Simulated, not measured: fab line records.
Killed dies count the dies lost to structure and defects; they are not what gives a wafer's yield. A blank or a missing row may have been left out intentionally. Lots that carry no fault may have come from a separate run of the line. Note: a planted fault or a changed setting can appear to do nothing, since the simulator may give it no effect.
fab line records	flow rit_cmos
[record] lots = 7	wafers = 21	last_day = 7
route steps=202 shown SILICIDE@167 CONTACT@168
lots with no fault: from the same line, run without faults
start_h: start of the lot's first displayed wafer, in hours after the record's first day	wait_h: how many hours have passed since the lot's step before this one	" as in the row above	L1.1+2: a row that stands for several wafers	- either no value or no given start	* or withheld: withheld	< > ~ a bound
route shown NAME@n: names a module that has steps shown in the file, with the first one's number in the route	usual: average and standard deviation across the fault-free wafers	same: alike in all rows	chamber/n: place in a boat	sites: the reading at each site	_std_site: standard deviation across them	_edge_site: outer sites' mean less inner sites'	radius_mm: for every site, how far away it sits from the centre of the wafer	mask NAME#n: copy n	behind: the most recent tool/chamber to have shaped the wafer	hold: why the lot was held/for how many hours/how that ended	device: the transistor (n, p or np) that didn't switch	end of line: tests of these same wafers at the route's end	where a step has no rows: the recipe by itself	killed: not the wafer's yield, but the dies lost to structure and defects at the first sort	map: shows each die of a wafer: x if killed, . if not, _ if none is there
set.NAME: the setting as run; set.NAME@STEP: as run at that earlier step	model.NAME: the simulator's own value behind a step, which no gauge read
lots seen at some steps along the route; tables by step, rows by wafer
services: the hour from which a tool's chamber was out of use, counted from the record's first day as start_h (under 0 if before that day), plus the number of hours and why
[[steps]]
[step RIT_SILICIDE_RTA_06]
[recipe] temp_c = 750	time_s = 10	idle_temp_c = 25	ramp_up_s = 5	ramp_down_s = 10	cool_to_c = 25	ambient = N2
[usual] anneal_temp_c_max = 753.1/1	wafer_temp_C_max = 753.3/0.81
lot.wafer	tool	chamber	start_h	wait_h	anneal_temp_c_max	wafer_temp_C_max
L200.3	rtp_anneal-02	0	62.10	0.0	752.6	752.7
L200.5	"	0	"	"	752.1	752.6
L200.6	"	0	"	"	753.1	752.9
L209.2	rtp_anneal-01	0	107.66	0.0	755.0	753.7
L209.3	"	0	"	"	754.2	753.3
L209.4	"	0	"	"	754.4	754.6
L211.1	rtp_anneal-01	0	115.37	0.0	754.7	753.1
L211.2	"	0	"	"	753.7	754.2
L211.6	"	0	"	"	753.9	754.1
L212.1	rtp_anneal-02	0	122.32	0.0	752.5	752.7
L212.2	"	0	"	"	753.1	753.1
L212.5	"	0	"	"	752.6	752.9
L216.1	rtp_anneal-01	0	145.03	0.0	753.9	753.5
L216.3	"	0	"	"	753.2	753.2
L216.5	"	0	"	"	753.2	754.0
L218.2	rtp_anneal-01	0	159.22	0.0	753.9	753.6
L218.4	"	0	"	"	755.2	753.2
L218.5	"	0	"	"	755.6	753.8
L221.1	rtp_anneal-02	0	172.28	0.0	752.8	753.5
L221.3	"	0	"	"	752.0	752.5
L221.4	"	0	"	"	751.8	752.6
[step RIT_CONTACT_CVD_00]
[recipe] material = SiO2	target_thk_nm = 400	precursor = TEOS	temp_c = 390	time_s = 61	rf_w = 400
[usual] heater_power_w = 318/35
lot.wafer	tool	chamber	start_h	wait_h	heater_power_w
L200.3	pecvd-04	2	62.14	0.0	373
L200.5	"	1	"	"	289
L200.6	"	2	"	"	372
L209.2	pecvd-02	0	107.72	0.0	289
L209.3	"	1	"	"	333
L209.4	"	2	"	"	339
L211.1	pecvd-04	2	115.44	0.1	361
L211.2	"	1	"	"	296
L211.6	"	2	"	"	378
L212.1	pecvd-02	0	122.39	0.1	339
L212.2	"	2	"	"	352
L212.5	"	2	"	"	356
L216.1	pecvd-01	1	145.10	0.1	316
L216.3	"	0	"	"	249
L216.5	"	2	"	"	345
L218.2	pecvd-02	0	159.28	0.0	322
L218.4	"	1	"	"	360
L218.5	"	2	"	"	319
L221.1	pecvd-02	2	172.34	0.1	335
L221.3	"	1	"	"	328
L221.4	"	0	"	"	332
[step RIT_CONTACT_THK_MEAS_01]
[recipe] reads = SiO2_of_CONTACT_CVD_00
[usual] CONTACT_TEOS_THK = 400/5.6
lot.wafer	tool	chamber	start_h	wait_h	CONTACT_TEOS_THK[nm]
L200.3	film_metro-03	-	62.21	0.0	396
L200.5	"	-	"	"	399
L200.6	"	-	"	"	401
L209.2	film_metro-04	-	107.78	0.0	401
L209.3	"	-	"	"	396
L209.4	"	-	"	"	403
L211.1	film_metro-02	-	115.49	0.0	392
L211.2	"	-	"	"	389
L211.6	"	-	"	"	398
L212.1	film_metro-04	-	122.44	0.0	401
L212.2	"	-	"	"	404
L212.5	"	-	"	"	405
L216.1	film_metro-03	-	145.15	0.0	393
L216.3	"	-	"	"	393
L216.5	"	-	"	"	405
L218.2	film_metro-03	-	159.34	0.0	401
L218.4	"	-	"	"	401
L218.5	"	-	"	"	403
L221.1	film_metro-02	-	172.39	0.0	398
L221.3	"	-	"	"	394
L221.4	"	-	"	"	400
[step RIT_CONTACT_HMDS_02]
[recipe] prime_time_s = 60	prime_temp_c = 140
[step RIT_CONTACT_COAT_03]
[recipe] resist = NOVOLAK	spin_rpm = 3250	resist_thk_nm = 1000
[step RIT_CONTACT_SOFTBAKE_04]
[recipe] resist = NOVOLAK	temp_c = 90	time_s = 60
[step RIT_CONTACT_EXPOSE_05]
[recipe] mask_id = M11	na = 0.6	source_shape = conventional	sigma_outer = 0.5	target_cd_nm = 1000	dose_mj = 250
[step RIT_CONTACT_PEB_06]
[recipe] resist = NOVOLAK	temp_c = withheld	time_s = withheld
[step RIT_CONTACT_DEVELOP_07]
[recipe] resist = NOVOLAK	develop_time_s = 120	dev_temp_c = 23
[step RIT_CONTACT_CD_MEAS_08]
[recipe] target_cd_nm = 1000
[usual] cd_nm = 999.0/2.6
lot.wafer	tool	chamber	start_h	wait_h	cd_nm
L200.3	cd_sem-01	-	63.26	-	996.5
L200.5	"	-	"	"	994.8
L200.6	"	-	"	"	995.8
L209.2	cd_sem-02	-	108.94	-	1001.2
L209.3	"	-	"	"	999.6
L209.4	"	-	"	"	1000.6
L211.1	cd_sem-01	-	116.64	-	997.4
L211.2	"	-	"	"	996.3
L211.6	"	-	"	"	995.5
L212.1	cd_sem-02	-	123.47	-	1002.4
L212.2	"	-	"	"	1002.4
L212.5	"	-	"	"	999.8
L216.1	cd_sem-02	-	146.30	-	1000.3
L216.3	"	-	"	"	998.7
L216.5	"	-	"	"	999.4
L218.2	cd_sem-02	-	160.38	-	995.4
L218.4	"	-	"	"	995.2
L218.5	"	-	"	"	995.7
L221.1	cd_sem-02	-	173.42	-	1001.5
L221.3	"	-	"	"	1003.0
L221.4	"	-	"	"	1001.4
[step RIT_CONTACT_OVL_MEAS_09]
[usual] CONTACT_OVL = 1.5/1.5
lot.wafer	tool	chamber	start_h	wait_h	CONTACT_OVL[nm]
L200.3	overlay-02	-	63.35	0.1	1.8
L200.5	"	-	"	"	0.7
L200.6	"	-	"	"	-0.3
L209.2	overlay-02	-	109.05	0.1	2.8
L209.3	"	-	"	"	3.4
L209.4	"	-	"	"	2.6
L211.1	overlay-01	-	116.76	0.1	1.3
L211.2	"	-	"	"	1.3
L211.6	"	-	"	"	1.4
L212.1	overlay-02	-	123.59	0.1	1.4
L212.2	"	-	"	"	0.4
L212.5	"	-	"	"	1.9
L216.1	overlay-02	-	146.42	0.1	2.2
L216.3	"	-	"	"	2.3
L216.5	"	-	"	"	0.1
L218.2	overlay-02	-	160.48	0.1	-1.6
L218.4	"	-	"	"	0.6
L218.5	"	-	"	"	1.4
L221.1	overlay-02	-	173.54	0.1	1.0
L221.3	"	-	"	"	3.1
L221.4	"	-	"	"	-1.1
[step RIT_CONTACT_HARDBAKE_10]
[recipe] resist = NOVOLAK	temp_c = 140	time_s = 60
[step RIT_CONTACT_ETCH_11]
[recipe] target_depth_a = 4800	over_etch_frac = 0.2	stop_on = TiSi2	chemistry = CHF3/CF4/Ar	target = SiO2	CHF3_flow_sccm = 50	cf4_flow_sccm = 10	Ar_flow_sccm = 100	O2_flow_sccm = 5	pressure_mtorr = 100	rf_w = 200	time_s = 320
[usual] CHF3_flow_sccm = 50.03/0.15	chamber_pressure_mTorr = 100.00/0.099	drypump_motor_current_A = 5.8/0.55	oes_product_au = 0.994/0.015	throttle_valve_pct = 8.89/0.14
lot.wafer	tool	chamber	start_h	wait_h	CHF3_flow_sccm	chamber_pressure_mTorr	drypump_motor_current_A	oes_product_au	rf_hours_counter_h	throttle_valve_pct	model.etch.depth_nm	model.CONTACT.feature_depth_nm	model.NOVOLAK_of_CONTACT_COAT_03.thk_nm
L200.3	rie_diel-04	2	63.53	0.1	50.04	100.03	5.8	1.002	3	9.03	396.1	396.1	766.5
L200.5	"	0	"	"	50.10	100.01	5.3	0.974	-	8.78	398.6	398.6	771.9
L200.6	"	1	"	"	50.10	99.97	6.7	0.993	-	8.79	400.5	400.5	770.9
L209.2	rie_diel-04	2	109.23	0.1	49.98	100.03	5.9	0.983	4	9.02	286.9	286.9	810.8
L209.3	"	1	"	"	50.13	99.86	6.7	0.981	9	8.79	281.5	281.5	814
L209.4	"	0	"	"	49.98	100.10	5.3	0.955	6	8.78	279.7	279.7	814.7
L211.1	rie_diel-04	1	116.94	0.1	50.19	99.93	6.7	0.968	9	8.79	281.4	281.4	816
L211.2	"	0	"	"	49.97	100.04	5.3	0.964	7	8.77	279.6	279.6	818.2
L211.6	"	1	"	"	50.10	99.92	6.7	0.979	-	8.79	281.5	281.5	817
L212.1	rie_diel-04	2	123.77	0.1	50.21	99.88	5.9	0.985	5	9.02	286.5	286.5	815.6
L212.2	"	0	"	"	49.95	99.89	5.3	0.960	7	8.78	277.9	277.9	817.1
L212.5	"	1	"	"	50.06	99.92	6.7	0.977	-	8.79	278.2	278.2	820.9
L216.1	rie_diel-01	3	146.61	0.1	49.77	100.09	6.4	0.995	28	8.98	392.9	392.9	763.8
L216.3	"	1	"	"	50.13	99.97	5.8	1.002	78	8.93	393.5	393.5	767
L216.5	"	2	"	"	50.01	100.14	5.9	0.970	-	9.01	404.7	404.7	765.2
L218.2	rie_diel-02	0	160.66	0.1	49.78	99.96	5.4	0.983	82	8.61	401.4	401.4	766.4
L218.4	"	2	"	"	50.07	99.82	6.4	1.008	138	9.05	401.2	401.2	772.6
L218.5	"	0	"	"	50.31	99.85	5.4	0.992	-	8.61	403.3	403.3	766.1
L221.1	rie_diel-02	2	173.73	0.1	50.03	100.09	6.4	1.022	138	9.05	397.5	397.5	767.4
L221.3	"	1	"	"	50.14	100.12	5.8	0.992	109	8.87	394	394	764.8
L221.4	"	3	"	"	49.97	99.97	6.0	1.015	81	8.62	400.6	400.6	762.6
[step RIT_CONTACT_STRIP_12]
[recipe] chemistry = O2	time_s = 180	resist = NOVOLAK	platen_temp_c = withheld	power_w = 500	pressure_mtorr = 4000	o2_flow_sccm = 4000
[usual] chamber_pressure_mTorr = 4000/3.8	drypump_motor_current_A = 5.93/0.27
lot.wafer	tool	chamber	start_h	wait_h	chamber_pressure_mTorr	drypump_motor_current_A	rf_hours_counter_h
L200.3	plasma_asher-02	1	63.78	0.2	4000	6.16	-
L200.5	"	1	"	"	4000	6.17	-
L200.6	"	0	"	"	4000	5.43	-
L209.2	plasma_asher-03	1	109.42	0.1	3996	6.01	47
L209.3	"	1	"	"	4009	6.01	-
L209.4	"	0	"	"	4008	6.14	-
L211.1	plasma_asher-01	1	117.14	0.1	4004	5.89	50
L211.2	"	0	"	"	4002	5.79	50
L211.6	"	1	"	"	4001	5.90	-
L212.1	plasma_asher-03	0	123.97	0.1	4001	6.14	48
L212.2	"	1	"	"	3996	5.98	48
L212.5	"	0	"	"	4004	6.13	-
L216.1	plasma_asher-02	1	146.80	0.1	4006	6.12	3
L216.3	"	0	"	"	4000	5.44	-
L216.5	"	0	"	"	4002	5.45	-
L218.2	plasma_asher-03	0	160.86	0.1	3999	6.20	52
L218.4	"	0	"	"	4007	6.17	-
L218.5	"	0	"	"	3995	6.20	-
L221.1	plasma_asher-03	0	173.92	0.1	4006	6.14	54
L221.3	"	0	"	"	4003	6.14	-
L221.4	"	1	"	"	3998	5.97	-
[[services]]
tool	chamber	start_h	hours	kind
rie_diel-04	-	44.46	1.8	repair
pecvd-02	-	57.22	6.0	pm
rie_diel-04	3	58.87	-	clean
rie_diel-04	3	58.87	18.7	scheduled_down
rie_diel-04	3	58.87	18.7	vent_cycle
pecvd-04	-	74.79	22.8	repair
rie_diel-02	3	89.32	9.2	repair
rie_diel-04	3	92.29	5.8	repair
pecvd-02	-	92.35	3.3	repair
rie_diel-01	2	102.00	9.5	repair
rie_diel-04	2	105.54	3.2	repair
plasma_asher-02	-	108.75	9.0	pm
plasma_asher-02	0	108.75	9.0	vent_cycle
plasma_asher-02	1	108.75	9.0	vent_cycle
plasma_asher-02	0	117.75	-	clean
plasma_asher-02	1	117.75	-	clean
pecvd-04	0	134.82	6.6	repair
rie_diel-02	1	139.27	7.1	repair
rie_diel-01	0	143.46	-	clean
rie_diel-01	0	143.46	19.5	scheduled_down
rie_diel-01	0	143.46	19.5	vent_cycle
rtp_anneal-02	-	143.50	1.0	pm
plasma_asher-01	-	144.01	10.0	pm
[[key]]
[first_sign] step = RIT_CONTACT_ETCH_11	reading = oes_product_au	direction = down	sigmas = 1.4	usual = 0.994	struck = 0.973
effect none on later readings
[model_effect] step = RIT_CONTACT_ETCH_11	value = etch.depth_nm	without = 398.7	struck = 281.5
met_at RIT_CONTACT_ETCH_11
struck_wafers L209.2,L209.3,L209.4,L211.1,L211.2,L211.6,L212.1,L212.2,L212.5
later_rows_left_out L209.2,L209.3,L209.4,L211.1,L211.2,L211.6,L212.1,L212.2,L212.5
sort_left_out L209.2,L209.3,L209.4,L211.1,L211.2,L211.6,L212.1,L212.2,L212.5
tester_left_out L209,L211,L212
onset_between 63.53 109.23
[earlier_fault] kind = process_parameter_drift	tool = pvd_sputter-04	chamber = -	onset_h = 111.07	steps = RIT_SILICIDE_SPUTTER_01	channel = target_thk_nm	offset = 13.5	shape = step	end_h = 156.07	stated = 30
[earlier_fault] kind = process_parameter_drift	tool = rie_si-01	chamber = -	onset_h = 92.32	steps = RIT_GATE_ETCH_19	channel = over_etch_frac	offset = 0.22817	shape = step	end_h = 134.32	stated = 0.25
[fault] kind = process_parameter_drift	tool = rie_diel-04	chamber = -	onset_h = 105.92	steps = RIT_CONTACT_ETCH_11	channel = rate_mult	offset = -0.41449	shape = step
// tester_left_out: of these lots the tester's yield and bins aren't shown, on N5 and GAA mostly nor the transistor test; their killed dies are dies lost to structure and defects alone, not to doping, threshold or leakage, so they don't give the yield
// sort_left_out: the simulated sort isn't trusted on such a fault, so these wafers' sort isn't shown, and their yield isn't known
// later_rows_left_out: the simulator's readings of these wafers behind a module that went badly wrong aren't trusted and aren't shown, but for the sort
